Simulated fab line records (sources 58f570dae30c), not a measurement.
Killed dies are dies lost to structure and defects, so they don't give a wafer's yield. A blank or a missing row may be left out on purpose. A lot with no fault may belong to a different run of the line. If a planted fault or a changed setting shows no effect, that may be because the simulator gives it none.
One fault seen from 2 desks || flow berkeley-cmos170 || every desk sees just its own numbers, and what lay behind them comes last

== THE METROLOGY DESK ==
What the gauges read for every lot (on any tool): the sampled wafers with a number, averaged. The brackets show how far a lot's mean lies from the usual mean; more than 4 standard deviations puts the lot out of limits, marked OUT.
Columns: A = M2_OVL at UCB170_M2_OVL_MEAS_16, usual -2 nm; B = M3_AL_RS at UCB170_M3_RS_MEAS_02, usual 0.0322 ohm/sq
{"lot": "L224", "first seen here": "day 8 13:55", "A": -2, "B": 0.0317}
{"lot": "L227", "first seen here": "day 9 02:43", "A": -6, "B": 0.0319}
{"lot": "L229", "first seen here": "day 9 10:23", "A": 6, "B": 0.0326}
{"lot": "L228", "first seen here": "day 9 12:07", "A": -1, "B": 0.0324}
{"lot": "L232", "first seen here": "day 10 11:04", "A": 2, "B": 0.0321}
{"lot": "L233", "first seen here": "day 10 12:06", "A": -5, "B": 0.0327}
{"lot": "L231", "first seen here": "day 10 12:13", "A": -1, "B": 0.0323}
{"lot": "L235", "first seen here": "day 10 19:03", "A": -5, "B": 0.0319}
{"lot": "L234", "first seen here": "day 10 21:14", "A": 4, "B": 0.0326}
{"lot": "L239", "first seen here": "day 11 20:31", "A": 2, "B": 0.0317}
{"lot": "L241", "first seen here": "day 12 04:22", "A": -4, "B": 0.0320}
{"lot": "L240", "first seen here": "day 12 06:52", "A": -1, "B": 0.0320}
{"lot": "L244", "first seen here": "day 12 22:05", "A": -7, "B": 0.0330}
{"lot": "L245", "first seen here": "day 13 07:29", "A": -5, "B": 0.0321}
Result from this desk: across the 14 lots, nothing is out of limits.

== FOR THE TOOL OWNER'S DESK: plasma-asher-01 ==
The tool's own readings at UCB170_M1_STRIP_13 (strips in O2): means of the sampled wafers that have a number, for each lot that ran on this tool. The brackets show how far a lot's mean lies from the usual mean; more than 4 standard deviations puts the lot out of limits, marked OUT.
Columns: A = drypump-motor-current-A at UCB170_M1_STRIP_13, usual 5.72 A; B = oes-product-au at UCB170_M1_STRIP_13, usual 0.721 a.u.
{"lot": "L229", "first seen here": "day 9 04:16", "A": 5.91, "B": 0.718}
{"lot": "L234", "first seen here": "day 10 13:19", "A": 5.88, "B": 0.726}
{"lot": "L240", "first seen here": "day 12 00:05", "A": 5.89, "B": 0.719}
{"lot": "L244", "first seen here": "day 12 14:41", "A": 5.88, "B": 0.720}
Result from this desk: across the 4 lots, nothing is out of limits.

== PUT TOGETHER ==
Metrology desk: nothing out of limits seen.
The desk of the tool owner found nothing out of limits.

== WHAT WAS PUT IN BY THE SIMULATOR ==
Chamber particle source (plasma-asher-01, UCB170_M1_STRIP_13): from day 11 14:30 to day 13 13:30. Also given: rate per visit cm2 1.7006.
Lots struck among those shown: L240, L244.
